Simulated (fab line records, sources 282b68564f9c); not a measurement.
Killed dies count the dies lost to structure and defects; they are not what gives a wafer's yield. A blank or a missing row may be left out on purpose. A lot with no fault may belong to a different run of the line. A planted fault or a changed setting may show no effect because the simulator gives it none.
Comparing a struck lot with a sound one :: flow rit-cmos :: 45 steps out of a route of 202
Sound: wafers L216.1, L216.2, L216.4. Wafers L236.2, L236.3, L236.4 were the ones struck. The cause is named last.
For every step that has rows: the tool of each side, followed by ch and its chambers, followed by its first start. Under that, the readings that differ: sound wafers :: struck wafers :: difference of the means :: sigmas: that difference in standard deviations of wafers without a fault.
alike: readings with means less than 2 such deviations apart, plus words and numbers identical on both sides. not compared: withheld readings, readings lacking a value on some wafer, bounds such as >300 that could conceal the same value, and numbers that have no deviation in the record and whose values overlap.
Wherever a step has rows on one side only, a row that says differs or no value, or a row with sigmas, the two part there. Non-overlapping numbers with no deviation appear without sigmas and do not part them. A reading that every wafer of one side lacks parts them only if that side has two wafers or more.

first, 1 step without rows for these wafers: RIT_ACTIVE_DEVELOP_10 (develop time 50 s).
RIT_ACTIVE_CD_MEAS_11 targets a cd of 1400 nm.
  sound on cd-sem-02, day 2 00:46; struck on cd-sem-01, day 6 05:23
  alike: cd-nm
then, 1 step without rows for these wafers: RIT_ACTIVE_HARDBAKE_12 (time 60 s).
RIT_ACTIVE_ETCH_13: etches Si3N4 in SF6, stops on SiO2, time 210 s, target depth 210 nm.
  sound on rie-diel-01 ch 0,1,2, day 2 01:13; struck on rie-diel-03 ch 0,1,2, day 6 05:38
  alike: drypump-motor-current-A, oes-product-au, throttle-valve-pct
  not compared: rf-hours-counter-h
RIT_ACTIVE_STRIP_14: strips in O2, time 180 s.
  sound on plasma-asher-02 ch 0,1, day 2 01:21; struck on plasma-asher-03 ch 0,1, day 6 05:46
  alike: drypump-motor-current-A
  not compared: rf-hours-counter-h
RIT_ACTIVE_CD_MEAS_90 targets a cd of 1400 nm.
  sound on cd-sem-01, day 2 01:32; struck on cd-sem-01, day 6 05:58
  alike: cd-nm
then, 4 steps without rows for these wafers: RIT_ACTIVE_CLEAN_15 (cleans in SC1, time 600 s); RIT_ACTIVE_CLEAN_16 (cleans in dHF, time 30 s); RIT_ACTIVE_CLEAN_17 (cleans in SC2, time 600 s); RIT_FOX1_OXIDATION_00 (target thk 350.7 nm, ox time 1130 s).
RIT_FOX1_THK_MEAS_01:
  sound on film-metro-02, day 2 03:54; struck on film-metro-03, day 6 08:23
reading: FOX1_OXIDE_THK (nm)
sound: 358 359 357
struck: 342 338 341
difference: -18
sigmas: -2
then, 1 step without rows for these wafers: RIT_FOX1_WET_ETCH_02 (etches SiO2 in BOE, target depth 350 nm, time 390 s).
RIT_FOX2_OXIDATION_00: target thk 350.7 nm, ox time 1130 s.
  sound on furnace-04 ch 0, day 2 04:05; struck on furnace-03 ch 0, day 6 09:32
reading: model.SiO2_of_FOX2_OXIDATION_00.thk-nm (nm)
sound: 348.8 351.4 353.3
struck: 262.6 267.4 264.7
difference: -86.3
sigmas: 
  alike: spike-tc-centre-C, zone-power-load-pct
RIT_FOX2_THK_MEAS_01:
  sound on film-metro-04, day 2 05:24; struck on film-metro-04, day 6 10:52
reading: FOX2_OXIDE_THK (nm)
sound: 349 352 353
struck: 263 267 265
difference: -86
sigmas: -14
then, 2 steps without rows for these wafers: RIT_FOX2_CLEAN_02 (cleans in dHF, time 180 s); RIT_FOX2_WET_ETCH_03 (etches Si3N4 in H3PO4, target depth 195 nm, time 2700 s).
RIT_FOX2_THK_MEAS_90:
  sound on film-metro-01, day 2 06:21; struck on film-metro-04, day 6 11:44
reading: FIELD_OXIDE_LEFT_1_THK (nm)
sound: 322 325 326
struck: 236 241 238
difference: -86
sigmas: -14
then, 6 steps without rows for these wafers: RIT_NWELL_HMDS_00 (prime time 62.45 s); RIT_NWELL_COAT_01 (resist thk 1300 nm); RIT_NWELL_SOFTBAKE_02 (time 60 s); RIT_NWELL_EXPOSE_03 (exposes mask M2, target cd 43900 nm); RIT_NWELL_PEB_04; RIT_NWELL_DEVELOP_05 (develop time 68 s).
RIT_NWELL_OVL_MEAS_06:
  sound on overlay-02, day 2 07:25; struck on overlay-02, day 6 12:41
reading: NWELL_OVL (nm)
sound: -0.7 -2.8 -1.3
struck: 0.3 2.0 1.3
difference: +2.8
sigmas: +2
then, 2 steps without rows for these wafers: RIT_NWELL_HARDBAKE_07 (time 120 s); RIT_NWELL_IMPLANT_08.
RIT_NWELL_STRIP_09: strips in O2, time 180 s.
  sound on plasma-asher-03 ch 0,1, day 2 07:51; struck on plasma-asher-04 ch 0,1, day 6 13:07
  alike: drypump-motor-current-A
  not compared: rf-hours-counter-h
RIT_NWELL_TW_MEAS_10:
  sound on film-metro-02, day 2 08:01; struck on film-metro-04, day 6 13:17
  alike: NWELL_TW
then, 6 steps without rows for these wafers: RIT_PWELL_HMDS_00 (prime time 60 s); RIT_PWELL_COAT_01 (resist thk 1300 nm); RIT_PWELL_SOFTBAKE_02 (time 60 s); RIT_PWELL_EXPOSE_03 (exposes mask M3, target cd 43700 nm); RIT_PWELL_PEB_04; RIT_PWELL_DEVELOP_05 (develop time 68 s).
RIT_PWELL_OVL_MEAS_06:
  sound on overlay-02, day 2 08:58; struck on overlay-01, day 6 14:18
  alike: PWELL_OVL
then, 2 steps without rows for these wafers: RIT_PWELL_HARDBAKE_07 (time 120 s); RIT_PWELL_IMPLANT_08.
RIT_PWELL_STRIP_09: strips in O2, time 180 s.
  sound on plasma-asher-01 ch 0,1, day 2 09:24; struck on plasma-asher-01 ch 0,1, day 6 14:44
  alike: drypump-motor-current-A
  not compared: rf-hours-counter-h
RIT_PWELL_TW_MEAS_10:
  sound on film-metro-04, day 2 09:34; struck on film-metro-04, day 6 14:55
  alike: PWELL_TW
then, 1 step without rows for these wafers: RIT_WELLDRIVE_ANNEAL_00 (time 14700 s).
RIT_WELLDRIVE_RS_MEAS_01: the measuring method here is four-point-probe.
  sound on film-metro-04, day 2 14:43; struck on film-metro-04, day 6 20:04
  alike: NWELL_RS
RIT_WELLDRIVE_RS_MEAS_02: the measuring method here is four-point-probe.
  sound on film-metro-04, day 2 14:50; struck on film-metro-04, day 6 20:11
reading: PWELL_RS (ohm/sq)
sound: 436.8 438.4 437.8
struck: 434.3 435.8 434.3
difference: -2.9
sigmas: -2
RIT_FOX2_THK_MEAS_91:
  sound on film-metro-04, day 2 18:56; struck on film-metro-01, day 6 23:51
reading: FIELD_OXIDE_LEFT_2_THK (nm)
sound: 254 257 258
struck: 167 171 169
difference: -87
sigmas: -13
RIT_SILICIDE_WET_ETCH_00: etches SiO2 in BOE, target depth 14 nm, time 15 s.
  sound on wet-bench-03 ch 2, day 3 13:49; struck on wet-bench-03 ch 2, day 8 01:51
reading: model.SiO2_of_FOX2_OXIDATION_00.thk-nm (nm)
sound: 149 152.1 152.9
struck: 61.68 64.26 63.85
difference: -88.07
sigmas: 
RIT_M1_PROBE_99:
  sound on prober-02, day 3 20:41; struck on prober-02, day 8 08:43
reading: model.etest.nldd.width-nm (nm)
sound: 3154 3160 3151
struck: 3258 3257 3259
difference: +103
sigmas: 

reading: model.etest.pldd.width-nm (nm)
sound: 3147 3151 3171
struck: 3252 3247 3264
difference: +98
sigmas: 

reading: model.etest.pplus-sal.width-nm (nm)
sound: 3429 3433 3445
struck: 3517 3527 3506
difference: +81
sigmas: 

reading: model.etest.nplus-sal.width-nm (nm)
sound: 3426 3425 3465
struck: 3533 3501 3515
difference: +78
sigmas: 

reading: model.etest.nmos-narrow.drive-ua-um
sound: 221.2 220.7 220.6
struck: 258.8 259.8 260.2
difference: +38.8
sigmas: 

reading: model.etest.pwell.rs-ohm-sq
sound: 426.7 427.1 431.6
struck: 412.9 407.7 404.6
difference: -20.1
sigmas: 

reading: model.etest.field-n.vt-v (V)
sound: 34.05 34.33 34.53
struck: 23.39 23.74 23.69
difference: -10.70
sigmas: 

reading: model.etest.field-p-metal.vt-v (V)
sound: -29 -28.78 -28.9
struck: -39.18 -38.87 -40.11
difference: -10.49
sigmas: 
  alike: killed-at-front-end, killed-dies, killed-on-rim, killed-open, killed-short

## WHERE THEY PART
First at RIT_FOX1_THK_MEAS_01; last, within this record, at RIT_FOX2_THK_MEAS_91. Later steps at which nothing parts them and some readings are alike: RIT_M1_PROBE_99.

WHY: whatever the simulator had introduced
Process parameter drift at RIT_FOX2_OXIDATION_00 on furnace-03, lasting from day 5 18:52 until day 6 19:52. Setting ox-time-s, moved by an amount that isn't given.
